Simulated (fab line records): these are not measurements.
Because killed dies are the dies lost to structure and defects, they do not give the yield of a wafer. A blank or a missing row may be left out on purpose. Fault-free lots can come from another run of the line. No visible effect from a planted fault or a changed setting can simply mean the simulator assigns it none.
Which tool did it? / flow berkeley-cmos170 / 42 wafers from 14 lots sampled at 3 of the route's 331 steps

WHAT THE GAUGES SHOWED, per wafer
UCB170_M2_RS_MEAS_02: measures by four-point-probe.
lot=L996; measured=day 8 18:27; on=film-metro-04; M2_AL_RS (ohm/sq)=0.0323 0.0323 0.0324
lot=L995; measured=day 8 19:56; on=film-metro-04; M2_AL_RS (ohm/sq)=0.0311 0.0318 0.0328
lot=L997; measured=day 9 07:49; on=film-metro-04; M2_AL_RS (ohm/sq)=0.0322 0.0334 0.0320
lot=L999; measured=day 9 10:37; on=film-metro-03; M2_AL_RS (ohm/sq)=0.0319 0.0319 0.0316
lot=L100; measured=day 9 22:53; on=film-metro-01; M2_AL_RS (ohm/sq)=0.0318 0.0319 0.0318
lot=L101; measured=day 9 23:10; on=film-metro-04; M2_AL_RS (ohm/sq)=0.0323 0.0323 0.0324
lot=L104; measured=day 10 07:48; on=film-metro-04; M2_AL_RS (ohm/sq)=0.0324 0.0316 0.0318
lot=L102; measured=day 10 09:52; on=film-metro-03; M2_AL_RS (ohm/sq)=0.0319 0.0323 0.0325
lot=L106; measured=day 11 02:59; on=film-metro-01; M2_AL_RS (ohm/sq)=0.0615 0.0609 0.0608
lot=L110; measured=day 11 20:05; on=film-metro-04; M2_AL_RS (ohm/sq)=0.0602 0.0607 0.0609
lot=L109; measured=day 11 20:40; on=film-metro-03; M2_AL_RS (ohm/sq)=0.0329 0.0323 0.0322
lot=L116; measured=day 12 21:12; on=film-metro-04; M2_AL_RS (ohm/sq)=0.0320 0.0319 0.0319
lot=L115; measured=day 12 23:11; on=film-metro-03; M2_AL_RS (ohm/sq)=0.0327 0.0327 0.0334
lot=L117; measured=day 12 23:49; on=film-metro-03; M2_AL_RS (ohm/sq)=0.0315 0.0323 0.0318

UCB170_M2_THK_MEAS_03: measures by xrf.
lot=L996; measured=day 8 18:34; on=film-metro-04; M2_AL_THK (nm)=902 892 892
lot=L995; measured=day 8 20:02; on=film-metro-04; M2_AL_THK (nm)=928 913 881
lot=L997; measured=day 9 07:56; on=film-metro-04; M2_AL_THK (nm)=896 868 901
lot=L999; measured=day 9 10:43; on=film-metro-03; M2_AL_THK (nm)=914 911 923
lot=L100; measured=day 9 23:00; on=film-metro-01; M2_AL_THK (nm)=915 912 919
lot=L101; measured=day 9 23:17; on=film-metro-04; M2_AL_THK (nm)=899 888 889
lot=L104; measured=day 10 07:55; on=film-metro-04; M2_AL_THK (nm)=900 915 907
lot=L102; measured=day 10 09:59; on=film-metro-03; M2_AL_THK (nm)=916 904 905
lot=L106; measured=day 11 03:05; on=film-metro-01; M2_AL_THK (nm)=473 479 482
lot=L110; measured=day 11 20:13; on=film-metro-04; M2_AL_THK (nm)=491 485 481
lot=L109; measured=day 11 20:46; on=film-metro-03; M2_AL_THK (nm)=888 907 910
lot=L116; measured=day 12 21:19; on=film-metro-04; M2_AL_THK (nm)=904 911 912
lot=L115; measured=day 12 23:18; on=film-metro-03; M2_AL_THK (nm)=893 897 877
lot=L117; measured=day 12 23:56; on=film-metro-03; M2_AL_THK (nm)=924 907 919

EACH LOT AND THE TOOL THAT RAN IT (in order: tool; ch and the chambers of the sampled wafers; start)
lot=L996; UCB170_M2_SPUTTER_01=pvd-sputter-04, day 8 18:22
lot=L995; UCB170_M2_SPUTTER_01=pvd-sputter-03, day 8 19:49
lot=L997; UCB170_M2_SPUTTER_01=pvd-sputter-03, day 9 07:43
lot=L999; UCB170_M2_SPUTTER_01=pvd-sputter-03, day 9 10:29
lot=L100; UCB170_M2_SPUTTER_01=pvd-sputter-03, day 9 22:48
lot=L101; UCB170_M2_SPUTTER_01=pvd-sputter-04, day 9 23:04
lot=L104; UCB170_M2_SPUTTER_01=pvd-sputter-03, day 10 07:43
lot=L102; UCB170_M2_SPUTTER_01=pvd-sputter-01, day 10 09:47
lot=L106; UCB170_M2_SPUTTER_01=pvd-sputter-04, day 11 02:52
lot=L110; UCB170_M2_SPUTTER_01=pvd-sputter-04, day 11 20:01
lot=L109; UCB170_M2_SPUTTER_01=pvd-sputter-01, day 11 20:34
lot=L116; UCB170_M2_SPUTTER_01=pvd-sputter-01, day 12 21:07
lot=L115; UCB170_M2_SPUTTER_01=pvd-sputter-03, day 12 23:05
lot=L117; UCB170_M2_SPUTTER_01=pvd-sputter-01, day 12 23:43
- UCB170_M2_SPUTTER_01: material Al, target thk 900 nm, time 120 s.

AS READ BY THE TOOLS THEMSELVES (means over the sampled wafers that have a number; for cases with no such wafer, the mark the record gives instead)
UCB170_M2_SPUTTER_01.
lot=L996; tool=pvd-sputter-04; throttle-valve-pct (%)=29.8
lot=L995; tool=pvd-sputter-03; throttle-valve-pct (%)=30.0
lot=L997; tool=pvd-sputter-03; throttle-valve-pct (%)=30.0
lot=L999; tool=pvd-sputter-03; throttle-valve-pct (%)=29.8
lot=L100; tool=pvd-sputter-03; throttle-valve-pct (%)=29.5
lot=L101; tool=pvd-sputter-04; throttle-valve-pct (%)=30.2
lot=L104; tool=pvd-sputter-03; throttle-valve-pct (%)=30.1
lot=L102; tool=pvd-sputter-01; throttle-valve-pct (%)=31.0
lot=L106; tool=pvd-sputter-04; throttle-valve-pct (%)=28.5
lot=L110; tool=pvd-sputter-04; throttle-valve-pct (%)=29.8
lot=L109; tool=pvd-sputter-01; throttle-valve-pct (%)=31.3
lot=L116; tool=pvd-sputter-01; throttle-valve-pct (%)=30.8
lot=L115; tool=pvd-sputter-03; throttle-valve-pct (%)=29.8
lot=L117; tool=pvd-sputter-01; throttle-valve-pct (%)=30.3

THE ANSWER, worked out from the rows above alone
Rule: what is usual is taken from the lots themselves. The widest of any qualifying gaps counts: lots, ordered by their means at a reading, are off when they make up no more than a third of the lots, leave a main group of 4 or more, and stand apart from it by 3 or more times the standard deviation of that group's means. If all means in a main group match to the digits the tables above print for the reading, that group is not used. A lot without any number at a reading at which 4 lots or more have one is off too. All remaining lots with rows at the step are treated as sound. First the gauges in route order, then the tools' own readings, where a lot's mean is used as printed above. The first step at which some lot is off is used, and at that step the reading that is off furthest; a lot without a number counts as furthest.
Off: L106, L110, seen at UCB170_M2_RS_MEAS_02 (M2_AL_RS). For the main group the mean is 0.0322 ohm/sq and the standard deviation 0.00034.
If a tool, at a process step before that reading, ran all the lots that are off and no sound lot after the first of them, it fits. Gauges at UCB170_M2_RS_MEAS_02: tried the same way as those tools. One fits: pvd-sputter-04 at UCB170_M2_SPUTTER_01. Its last sound lot is L101 (day 9 23:04), its first lot that is off L106 (day 11 02:52): a fault that began between those two fits.

WHAT HAD BEEN PUT IN BY THE SIMULATOR
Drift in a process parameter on pvd-sputter-04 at UCB170_M2_SPUTTER_01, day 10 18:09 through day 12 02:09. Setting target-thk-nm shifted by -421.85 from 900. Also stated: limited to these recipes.
Lots struck among those shown: L106, L110. Same finding as the rule above.
